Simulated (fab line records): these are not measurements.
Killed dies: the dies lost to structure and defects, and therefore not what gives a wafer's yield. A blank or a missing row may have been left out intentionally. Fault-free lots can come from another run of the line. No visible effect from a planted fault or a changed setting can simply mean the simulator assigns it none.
fab line records + flow berkeley_cmos170
record:
- lots: 5
- wafers: 15
- last_day: 11
route steps=331 shown PLDD@149 NLDD@158
lots that met no fault: taken from a fault-free run of the same line
start_h: the number of hours between the record's first day and the start of the first shown wafer of the lot + wait_h: how many hours have passed since the lot's step before this one + " repeats the value in the row above + L1.1+2: several wafers, shown together as one row + - no value present, or no start provided + * or withheld: withheld + < > ~ a bound
route shown NAME@n: names a module that has steps shown in the file, with the first one's number in the route + usual: mean/standard deviation taken from wafers without a fault + same: alike in all rows + chamber/n: place in a boat + sites: per-site readings + _std_site: the values' standard deviation + _edge_site: outer sites' mean less inner sites' + radius_mm: for every site, how far away it sits from the centre of the wafer + mask NAME#n: copy n + behind: tool/chamber where the wafer was last shaped + hold: the reason the lot was held/the length of the hold in hours/how it ended + device: the n, p or np transistor that did not switch + end of line: tests of these same wafers at the route's end + for a step that has no rows: nothing shown but its recipe + killed: dies lost to structure and defects at the first sort, not the wafer's yield + map: shows each die of a wafer: x if killed, . if not, _ if none is there
set.NAME: the run value of the setting; set.NAME@STEP: its run value at that earlier step + model.NAME: the simulator's own value behind a step, which no gauge read
certain route steps with their lots: each step a table, each wafer a row
services: from which hour (start_h, from the record's first day; less than 0 if before it) a tool's chamber was out of use, for how many hours, and why
== steps ==
step: UCB170_PLDD_PEB_04
recipe:
- peb_temp_c: 130
- peb_time_s: withheld
- resist: KrF
step: UCB170_PLDD_DEVELOP_05
recipe:
- developer: TMAH
- develop_time_s: 45
- resist: KrF
- dev_temp_c: 21
step: UCB170_PLDD_CD_MEAS_06
recipe:
- target_cd_nm: 1200
usual:
- cd_nm: 1199.3/1.4
| lot.wafer | tool      | chamber | start_h | wait_h | cd_nm  |
|-----------|-----------|---------|---------|--------|--------|
| L904.2    | cd_sem-01 | -       | 192.75  | -      | 1197.2 |
| L904.3    | "         | -       | "       | "      | 1197.5 |
| L904.4    | "         | -       | "       | "      | 1197.2 |
| L907.1    | cd_sem-02 | -       | 220.05  | -      | 1201.6 |
| L907.2    | "         | -       | "       | "      | 1200.6 |
| L907.6    | "         | -       | "       | "      | 1202.1 |
| L913.1    | cd_sem-02 | -       | 233.31  | -      | 1199.0 |
| L913.2    | "         | -       | "       | "      | 1198.2 |
| L913.5    | "         | -       | "       | "      | 1197.8 |
| L911.2    | cd_sem-01 | -       | 233.62  | -      | 1197.7 |
| L911.4    | "         | -       | "       | "      | 1198.0 |
| L911.5    | "         | -       | "       | "      | 1198.7 |
| L912.2    | cd_sem-02 | -       | 234.16  | -      | 1197.2 |
| L912.5    | "         | -       | "       | "      | 1198.5 |
| L912.6    | "         | -       | "       | "      | 1197.3 |
step: UCB170_PLDD_OVL_MEAS_07
usual:
- PLDD_OVL: 5/6
| lot.wafer | tool       | chamber | start_h | wait_h | PLDD_OVL[nm] |
|-----------|------------|---------|---------|--------|--------------|
| L904.2    | overlay-02 | -       | 192.86  | 0.1    | 10           |
| L904.3    | "          | -       | "       | "      | 17           |
| L904.4    | "          | -       | "       | "      | 10           |
| L907.1    | overlay-01 | -       | 220.17  | 0.1    | 6            |
| L907.2    | "          | -       | "       | "      | 10           |
| L907.6    | "          | -       | "       | "      | 6            |
| L913.1    | overlay-02 | -       | 233.43  | 0.1    | -1           |
| L913.2    | "          | -       | "       | "      | 3            |
| L913.5    | "          | -       | "       | "      | -1           |
| L911.2    | overlay-02 | -       | 233.72  | 0.1    | 10           |
| L911.4    | "          | -       | "       | "      | 1            |
| L911.5    | "          | -       | "       | "      | 18           |
| L912.2    | overlay-02 | -       | 234.26  | 0.1    | 7            |
| L912.5    | "          | -       | "       | "      | 9            |
| L912.6    | "          | -       | "       | "      | 6            |
step: UCB170_PLDD_IMPLANT_08
recipe:
- species: BF2
- dose_cm2: 5e+13
- energy_kev: 10
- tilt_deg: 7
- rotation_deg: 0
step: UCB170_PLDD_IMPLANT_09
recipe:
- species: BF2
- dose_cm2: 5e+13
- energy_kev: 10
- tilt_deg: 7
- rotation_deg: 180
step: UCB170_PLDD_STRIP_10
recipe:
- chemistry: O2
- power_w: 400
- pressure_mtorr: 3500
- platen_temp_c: withheld
- o2_flow_sccm: 400
- overash_fraction: 0.5
usual:
- drypump_motor_current_A: 5.5/0.5
- oes_product_au: 0.734/0.0045
- strip_time_to_endpoint_s: 21.78/0.058
| lot.wafer | tool            | chamber | start_h | wait_h | drypump_motor_current_A | oes_product_au | rf_hours_counter_h | strip_time_to_endpoint_s |
|-----------|-----------------|---------|---------|--------|-------------------------|----------------|--------------------|--------------------------|
| L904.2    | plasma_asher-03 | 0       | 193.19  | 0.1    | 6.2                     | 0.731          | 39                 | 21.76                    |
| L904.3    | "               | 1       | "       | "      | 5.5                     | 0.742          | -                  | 21.73                    |
| L904.4    | "               | 0       | "       | "      | 6.2                     | 0.733          | -                  | 21.73                    |
| L907.1    | plasma_asher-02 | 0       | 220.50  | 0.1    | 4.9                     | 0.741          | 49                 | 21.82                    |
| L907.2    | "               | 1       | "       | "      | 5.1                     | 0.736          | 49                 | 21.83                    |
| L907.6    | "               | 1       | "       | "      | 5.1                     | 0.735          | -                  | 21.77                    |
| L913.1    | plasma_asher-02 | 0       | 233.77  | 0.1    | 4.9                     | 0.727          | 51                 | 21.83                    |
| L913.2    | "               | 1       | "       | "      | 5.1                     | 0.732          | 51                 | 21.79                    |
| L913.5    | "               | 1       | "       | "      | 5.1                     | 0.738          | -                  | 21.81                    |
| L911.2    | plasma_asher-03 | 1       | 234.05  | 0.1    | 5.4                     | 0.734          | 44                 | 21.78                    |
| L911.4    | "               | 1       | "       | "      | 5.5                     | 0.731          | -                  | 21.77                    |
| L911.5    | "               | 1       | "       | "      | 5.5                     | 0.730          | -                  | 21.77                    |
| L912.2    | plasma_asher-02 | 1       | 234.59  | 0.1    | 5.1                     | 0.726          | 51                 | 21.76                    |
| L912.5    | "               | 1       | "       | "      | 5.2                     | 0.742          | -                  | 21.74                    |
| L912.6    | "               | 0       | "       | "      | 4.9                     | 0.734          | -                  | 21.74                    |
step: UCB170_PLDD_TW_MEAS_11
usual:
- PLDD_TW: 1004/7.1
| lot.wafer | tool          | chamber | start_h | wait_h | PLDD_TW |
|-----------|---------------|---------|---------|--------|---------|
| L904.2    | film_metro-04 | -       | 193.30  | 0.1    | 989     |
| L904.3    | "             | -       | "       | "      | 996     |
| L904.4    | "             | -       | "       | "      | 1000    |
| L907.1    | film_metro-04 | -       | 220.60  | 0.1    | 1001    |
| L907.2    | "             | -       | "       | "      | 999     |
| L907.6    | "             | -       | "       | "      | 1006    |
| L913.1    | film_metro-03 | -       | 233.87  | 0.1    | 1001    |
| L913.2    | "             | -       | "       | "      | 1004    |
| L913.5    | "             | -       | "       | "      | 998     |
| L911.2    | film_metro-03 | -       | 234.16  | 0.1    | 1005    |
| L911.4    | "             | -       | "       | "      | 1003    |
| L911.5    | "             | -       | "       | "      | 996     |
| L912.2    | film_metro-02 | -       | 234.70  | 0.1    | 1003    |
| L912.5    | "             | -       | "       | "      | 1007    |
| L912.6    | "             | -       | "       | "      | 1004    |
step: UCB170_PLDD_CLEAN_12
recipe:
- chemistry: SPM
- temp_c: 120
- time_s: 600
step: UCB170_NLDD_HMDS_00
recipe:
- prime_time_s: 60
- prime_temp_c: 100
step: UCB170_NLDD_COAT_01
recipe:
- resist: KrF
- spin_rpm: 1500
- resist_thk_nm: 900
step: UCB170_NLDD_SOFTBAKE_02
recipe:
- resist: KrF
- temp_c: 130
- time_s: 60
step: UCB170_NLDD_EXPOSE_03
recipe:
- mask_id: NSELECT
- na: 0.5
- sigma_outer: 0.6
- source_shape: conventional
- target_cd_nm: 1200
- dose_mj: 30
same:
- na: 0.5
- sigma_outer: 0.6
| lot.wafer  | tool           | chamber | start_h | wait_h | mask      |
|------------|----------------|---------|---------|--------|-----------|
| L904.2+3+4 | krf_scanner-02 | 0       | 194.01  | 0.1    | PSELECT#0 |
| L907.1+2+6 | krf_scanner-01 | 0       | 221.43  | 0.2    | NSELECT#0 |
| L913.1+2+5 | krf_scanner-02 | 0       | 235.20  | 0.5    | NSELECT#0 |
| L911.2+4+5 | krf_scanner-02 | 0       | 235.34  | 0.4    | NSELECT#0 |
| L912.2+5+6 | krf_scanner-02 | 0       | 235.45  | 0.2    | NSELECT#0 |
step: UCB170_NLDD_PEB_04
recipe:
- peb_temp_c: 130
- peb_time_s: withheld
- resist: KrF
step: UCB170_NLDD_DEVELOP_05
recipe:
- developer: TMAH
- develop_time_s: 45
- resist: KrF
- dev_temp_c: 21
step: UCB170_NLDD_CD_MEAS_06
recipe:
- target_cd_nm: 1200
usual:
- cd_nm: 1199.6/1.4
| lot.wafer | tool      | chamber | start_h | wait_h | cd_nm  |
|-----------|-----------|---------|---------|--------|--------|
| L904.2    | cd_sem-01 | -       | 194.56  | -      | -      |
| L904.3    | "         | -       | "       | "      | -      |
| L904.4    | "         | -       | "       | "      | -      |
| L907.1    | cd_sem-02 | -       | 221.82  | -      | 1199.8 |
| L907.2    | "         | -       | "       | "      | 1200.8 |
| L907.6    | "         | -       | "       | "      | 1200.7 |
| L913.1    | cd_sem-01 | -       | 235.81  | -      | 1199.8 |
| L913.2    | "         | -       | "       | "      | 1199.3 |
| L913.5    | "         | -       | "       | "      | 1198.8 |
| L911.2    | cd_sem-02 | -       | 235.98  | -      | 1197.4 |
| L911.4    | "         | -       | "       | "      | 1198.1 |
| L911.5    | "         | -       | "       | "      | 1197.7 |
| L912.2    | cd_sem-01 | -       | 236.10  | -      | 1198.8 |
| L912.5    | "         | -       | "       | "      | 1200.4 |
| L912.6    | "         | -       | "       | "      | 1199.0 |
step: UCB170_NLDD_OVL_MEAS_07
usual:
- NLDD_OVL: -2/5.6
| lot.wafer | tool       | chamber | start_h | wait_h | NLDD_OVL[nm] |
|-----------|------------|---------|---------|--------|--------------|
| L904.2    | overlay-01 | -       | 194.67  | 0.1    | -            |
| L904.3    | "          | -       | "       | "      | -            |
| L904.4    | "          | -       | "       | "      | -            |
| L907.1    | overlay-02 | -       | 221.94  | 0.1    | -5           |
| L907.2    | "          | -       | "       | "      | 1            |
| L907.6    | "          | -       | "       | "      | -4           |
| L913.1    | overlay-02 | -       | 235.93  | 0.1    | 2            |
| L913.2    | "          | -       | "       | "      | -5           |
| L913.5    | "          | -       | "       | "      | 0            |
| L911.2    | overlay-01 | -       | 236.09  | 0.1    | -11          |
| L911.4    | "          | -       | "       | "      | -4           |
| L911.5    | "          | -       | "       | "      | -4           |
| L912.2    | overlay-02 | -       | 236.21  | 0.1    | -2           |
| L912.5    | "          | -       | "       | "      | -9           |
| L912.6    | "          | -       | "       | "      | -6           |
step: UCB170_NLDD_IMPLANT_08
recipe:
- species: As
- dose_cm2: 5e+13
- energy_kev: 30
- tilt_deg: 7
- rotation_deg: 0
step: UCB170_NLDD_IMPLANT_09
recipe:
- species: As
- dose_cm2: 5e+13
- energy_kev: 30
- tilt_deg: 7
- rotation_deg: 180
step: UCB170_NLDD_STRIP_10
recipe:
- chemistry: O2
- power_w: 400
- pressure_mtorr: 3500
- platen_temp_c: withheld
- o2_flow_sccm: 400
- overash_fraction: 0.5
usual:
- drypump_motor_current_A: 5.6/0.48
- oes_product_au: 0.735/0.0047
- strip_time_to_endpoint_s: 21.62/0.056
| lot.wafer | tool            | chamber | start_h | wait_h | drypump_motor_current_A | oes_product_au | rf_hours_counter_h | strip_time_to_endpoint_s |
|-----------|-----------------|---------|---------|--------|-------------------------|----------------|--------------------|--------------------------|
| L904.2    | plasma_asher-04 | 0       | 195.00  | 0.1    | 6.2                     | 0.731          | 10                 | 21.57                    |
| L904.3    | "               | 0       | "       | "      | 6.2                     | 0.733          | -                  | 21.54                    |
| L904.4    | "               | 1       | "       | "      | 5.8                     | 0.742          | -                  | 21.53                    |
| L907.1    | plasma_asher-04 | 0       | 222.28  | 0.1    | 6.2                     | 0.731          | 13                 | 21.72                    |
| L907.2    | "               | 1       | "       | "      | 5.8                     | 0.733          | 13                 | 21.62                    |
| L907.6    | "               | 1       | "       | "      | 5.8                     | 0.730          | -                  | 21.70                    |
| L913.1    | plasma_asher-01 | 0       | 236.26  | 0.1    | 5.3                     | 0.736          | 51                 | 21.60                    |
| L913.2    | "               | 1       | "       | "      | 5.8                     | 0.736          | 51                 | 21.57                    |
| L913.5    | "               | 1       | "       | "      | 5.8                     | 0.732          | -                  | 21.56                    |
| L911.2    | plasma_asher-02 | 0       | 236.42  | 0.1    | 4.9                     | 0.732          | 51                 | 21.69                    |
| L911.4    | "               | 0       | "       | "      | 4.9                     | 0.731          | -                  | 21.74                    |
| L911.5    | "               | 1       | "       | "      | 5.2                     | 0.745          | -                  | 21.77                    |
| L912.2    | plasma_asher-01 | 1       | 236.54  | 0.1    | 5.8                     | 0.731          | 51                 | 21.63                    |
| L912.5    | "               | 0       | "       | "      | 5.4                     | 0.741          | -                  | 21.62                    |
| L912.6    | "               | 1       | "       | "      | 5.8                     | 0.728          | -                  | 21.62                    |
step: UCB170_NLDD_TW_MEAS_11
usual:
- NLDD_TW: 2203/19
| lot.wafer | tool          | chamber | start_h | wait_h | NLDD_TW |
|-----------|---------------|---------|---------|--------|---------|
| L904.2    | film_metro-04 | -       | 195.11  | 0.1    | 30      |
| L904.3    | "             | -       | "       | "      | 30      |
| L904.4    | "             | -       | "       | "      | 29      |
| L907.1    | film_metro-02 | -       | 222.38  | 0.1    | 2214    |
| L907.2    | "             | -       | "       | "      | 2205    |
| L907.6    | "             | -       | "       | "      | 2205    |
| L913.1    | film_metro-04 | -       | 236.36  | 0.1    | 2195    |
| L913.2    | "             | -       | "       | "      | 2198    |
| L913.5    | "             | -       | "       | "      | 2199    |
| L911.2    | film_metro-03 | -       | 236.53  | 0.1    | 2202    |
| L911.4    | "             | -       | "       | "      | 2200    |
| L911.5    | "             | -       | "       | "      | 2188    |
| L912.2    | film_metro-02 | -       | 236.65  | 0.1    | 2208    |
| L912.5    | "             | -       | "       | "      | 2206    |
| L912.6    | "             | -       | "       | "      | 2210    |
step: UCB170_NLDD_CLEAN_12
recipe:
- chemistry: SPM
- temp_c: 120
- time_s: 600
== services ==
| tool            | chamber | start_h | hours | kind        |
|-----------------|---------|---------|-------|-------------|
| krf_scanner-02  | -       | 170.31  | 4.0   | pm          |
| plasma_asher-02 | -       | 174.93  | 0.5   | repair      |
| krf_scanner-01  | 0       | 194.92  | -     | calibration |
| krf_scanner-02  | -       | 204.08  | 1.3   | pm          |
| krf_scanner-01  | -       | 216.05  | 0.8   | pm          |
| krf_scanner-01  | -       | 234.18  | 4.3   | repair      |
== key ==
first_sign:
- step: UCB170_NLDD_EXPOSE_03
- reading: mask
- direction: changed
effect:
- step: UCB170_NLDD_CD_MEAS_06
- reading: cd_nm
- direction: missing
effect:
- step: UCB170_NLDD_OVL_MEAS_07
- reading: NLDD_OVL
- direction: missing
effect:
- step: UCB170_NLDD_TW_MEAS_11
- reading: NLDD_TW
- direction: down
- sigmas: 99+
- usual: 2203
- struck: 30
met_at UCB170_NLDD_EXPOSE_03
struck_wafers L904.2,L904.3,L904.4
sort_left_out L904.2,L904.3,L904.4
tester_left_out L904
fault:
- kind: wrong_mask
- tool: any
- chamber: -
- onset_h: 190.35
- steps: UCB170_NLDD_EXPOSE_03
- aux_copy: PSELECT#0
- scope: struck_lots_only
tester_left_out: of these lots the tester's yield and bins aren't shown, on N5 and GAA mostly nor the transistor test; their killed dies are dies lost to structure and defects alone, not to doping, threshold or leakage, so they don't give the yield
sort_left_out: the simulated sort isn't trusted on such a fault, so these wafers' sort isn't shown, and their yield isn't known
